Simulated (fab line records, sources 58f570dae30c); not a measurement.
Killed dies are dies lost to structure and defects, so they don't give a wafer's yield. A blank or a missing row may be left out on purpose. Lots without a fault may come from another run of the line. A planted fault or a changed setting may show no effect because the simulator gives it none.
Which tool did it? | flow berkeley_cmos170 | 14 lots, 42 wafers sampled, at 4 steps of a route of 331

WHAT THE GAUGES READ, wafer by wafer
UCB170_M3_BOW_MEAS_20.
lot  | measured     | on            | M3_BOW (um)
L183 | day 8 18:20  | film_metro-02 | 38 39 41
L184 | day 9 05:15  | film_metro-01 | 37 30 36
L186 | day 9 05:36  | film_metro-02 | 38 40 42
L185 | day 9 04:25  | film_metro-02 | 40 34 32
L187 | day 9 05:22  | film_metro-02 | 37 40 45
L189 | day 9 17:35  | film_metro-02 | 30 32 26
L188 | day 9 22:21  | film_metro-01 | 35 35 36
L190 | day 10 02:52 | film_metro-03 | 21 34 28
L191 | day 10 04:55 | film_metro-03 | 41 36 29
L192 | day 10 19:46 | film_metro-03 | 34 33 40
L198 | day 11 22:46 | film_metro-02 | 37 29 32
L199 | day 11 18:45 | film_metro-02 | 45 33 37
L200 | day 12 02:39 | film_metro-01 | 40 29 32
L206 | day 13 07:48 | film_metro-01 | 32 36 43

WHICH TOOL RAN EACH LOT (tool, then ch and the chambers of the sampled wafers, then the start)
lot  | UCB170_PWELL_STRIP_16               | UCB170_NVT_STRIP_08                  | UCB170_BACKSIDE_STRIP_03
L183 | plasma_asher-01 ch 0,1, day 3 06:34 | plasma_asher-02 ch 0,1, day 6 03:46  | plasma_asher-04 ch 0,1, day 7 14:17
L184 | plasma_asher-04 ch 0,1, day 3 19:17 | plasma_asher-03 ch 0, day 6 22:17    | plasma_asher-01 ch 0, day 8 03:58
L186 | plasma_asher-03 ch 0,1, day 3 19:56 | plasma_asher-03 ch 0,1, day 6 21:52  | plasma_asher-02 ch 0,1, day 8 04:54
L185 | plasma_asher-04 ch 0,1, day 4 00:26 | plasma_asher-02 ch 0,1, day 6 22:28  | plasma_asher-01 ch 0,1, day 8 04:27
L187 | plasma_asher-01 ch 0,1, day 4 00:49 | plasma_asher-01 ch 0,1, day 6 22:01  | plasma_asher-02 ch 0,1, day 8 04:09
L189 | plasma_asher-01 ch 0,1, day 4 08:05 | plasma_asher-01 ch 0,1, day 7 11:05  | plasma_asher-02 ch 0,1, day 8 21:14
L188 | plasma_asher-03 ch 0,1, day 4 08:21 | plasma_asher-03 ch 0,1, day 7 11:26  | plasma_asher-01 ch 0,1, day 8 21:38
L190 | plasma_asher-04 ch 0,1, day 4 18:23 | plasma_asher-01 ch 0,1, day 7 17:49  | plasma_asher-02 ch 0,1, day 9 02:46
L191 | plasma_asher-03 ch 0,1, day 5 02:36 | plasma_asher-01 ch 1, day 7 22:37    | plasma_asher-04 ch 1, day 9 03:09
L192 | plasma_asher-01 ch 1, day 5 07:08   | plasma_asher-02 ch 1, day 8 11:19    | plasma_asher-02 ch 0,1, day 9 23:43
L198 | plasma_asher-01 ch 0,1, day 6 12:27 | plasma_asher-03 ch 1, day 9 15:59    | plasma_asher-04 ch 0,1, day 10 21:49
L199 | plasma_asher-03 ch 0,1, day 6 12:27 | plasma_asher-03 ch 0,1, day 9 15:42  | plasma_asher-01 ch 0, day 10 21:22
L200 | plasma_asher-04 ch 0,1, day 7 02:52 | plasma_asher-01 ch 0,1, day 9 21:41  | plasma_asher-04 ch 0,1, day 11 05:55
L206 | plasma_asher-03 ch 0,1, day 8 02:44 | plasma_asher-01 ch 0,1, day 10 23:58 | plasma_asher-02 ch 0,1, day 12 09:06
- UCB170_PWELL_STRIP_16: strips in O2.
- UCB170_NVT_STRIP_08: strips in O2.
- UCB170_BACKSIDE_STRIP_03: strips in O2.

WHAT THE TOOLS THEMSELVES READ (means of the sampled wafers that have a number; where no wafer has one, the mark that the record gives instead)
UCB170_PWELL_STRIP_16.
lot  | tool            | drypump_motor_current_A (A) | oes_product_au (a.u.) | strip_time_to_endpoint_s (s)
L183 | plasma_asher-01 | 5.75                        | 0.718                 | 18.01
L184 | plasma_asher-04 | 5.70                        | 0.719                 | 17.93
L186 | plasma_asher-03 | 5.59                        | 0.723                 | 18.08
L185 | plasma_asher-04 | 5.95                        | 0.722                 | 18.07
L187 | plasma_asher-01 | 5.62                        | 0.724                 | 18.17
L189 | plasma_asher-01 | 5.78                        | 0.725                 | 18.19
L188 | plasma_asher-03 | 5.58                        | 0.721                 | 17.94
L190 | plasma_asher-04 | 5.97                        | 0.726                 | 18.14
L191 | plasma_asher-03 | 5.51                        | 0.720                 | 18.04
L192 | plasma_asher-01 | 5.51                        | 0.724                 | 18.28
L198 | plasma_asher-01 | 5.75                        | 0.726                 | 18.17
L199 | plasma_asher-03 | 5.57                        | 0.721                 | 18.11
L200 | plasma_asher-04 | 5.96                        | 0.720                 | 18.14
L206 | plasma_asher-03 | 5.58                        | 0.720                 | 18.15

UCB170_NVT_STRIP_08.
lot  | tool            | drypump_motor_current_A (A) | oes_product_au (a.u.) | strip_time_to_endpoint_s (s)
L183 | plasma_asher-02 | 5.43                        | 0.738                 | 21.59
L184 | plasma_asher-03 | 5.44                        | 0.734                 | 21.60
L186 | plasma_asher-03 | 5.58                        | 0.729                 | 21.60
L185 | plasma_asher-02 | 5.42                        | 0.734                 | 21.57
L187 | plasma_asher-01 | 5.63                        | 0.738                 | 21.65
L189 | plasma_asher-01 | 5.76                        | 0.733                 | 21.65
L188 | plasma_asher-03 | 5.60                        | 0.731                 | 21.68
L190 | plasma_asher-01 | 5.63                        | 0.736                 | 21.54
L191 | plasma_asher-01 | 5.50                        | 0.731                 | 21.53
L192 | plasma_asher-02 | 5.76                        | 0.733                 | 21.72
L198 | plasma_asher-03 | 5.65                        | 0.732                 | 21.70
L199 | plasma_asher-03 | 5.50                        | 0.737                 | 21.62
L200 | plasma_asher-01 | 5.75                        | 0.730                 | 21.52
L206 | plasma_asher-01 | 5.62                        | 0.733                 | 21.63

UCB170_BACKSIDE_STRIP_03.
lot  | tool            | drypump_motor_current_A (A) | oes_product_au (a.u.) | strip_time_to_endpoint_s (s)
L183 | plasma_asher-04 | 5.7                         | 0.734                 | 22.01
L184 | plasma_asher-01 | 5.9                         | 0.737                 | 21.97
L186 | plasma_asher-02 | 5.6                         | 0.732                 | 21.98
L185 | plasma_asher-01 | 5.6                         | 0.734                 | 22.02
L187 | plasma_asher-02 | 5.5                         | 0.730                 | 21.96
L189 | plasma_asher-02 | 5.4                         | 0.736                 | 22.00
L188 | plasma_asher-01 | 5.8                         | 0.732                 | 21.93
L190 | plasma_asher-02 | 5.4                         | 0.737                 | 21.96
L191 | plasma_asher-04 | 5.4                         | 0.733                 | 22.07
L192 | plasma_asher-02 | 5.6                         | 0.732                 | 22.00
L198 | plasma_asher-04 | 5.7                         | 0.740                 | 21.94
L199 | plasma_asher-01 | 5.9                         | 0.735                 | 22.02
L200 | plasma_asher-04 | 5.7                         | 0.736                 | 21.97
L206 | plasma_asher-02 | 5.4                         | 0.736                 | 22.06

THE ANSWER, worked out from the rows above alone
Rule: what is usual is taken from the lots themselves. Put in order of their means at a reading, lots are off if they are a third of the lots or fewer, leave a main group of 4 or more, and stand apart from it by a gap of 3 or more times the standard deviation of the main group's means; of several such gaps the widest counts. A main group whose means are all the same, to the digits that the tables above print for the reading, isn't used. A lot without any number at a reading at which 4 lots or more have one is off too. The other lots that the step has rows for count as sound. The gauges are gone through in route order, then the tools' own readings, and for those a lot's mean is taken as printed above. The first step at which some lot is off is used, and at that step the reading that is off furthest; a lot without a number counts as furthest.
No lot is off at any reading shown: from this, nothing can be told.

WHAT THE SIMULATOR HAD PUT IN
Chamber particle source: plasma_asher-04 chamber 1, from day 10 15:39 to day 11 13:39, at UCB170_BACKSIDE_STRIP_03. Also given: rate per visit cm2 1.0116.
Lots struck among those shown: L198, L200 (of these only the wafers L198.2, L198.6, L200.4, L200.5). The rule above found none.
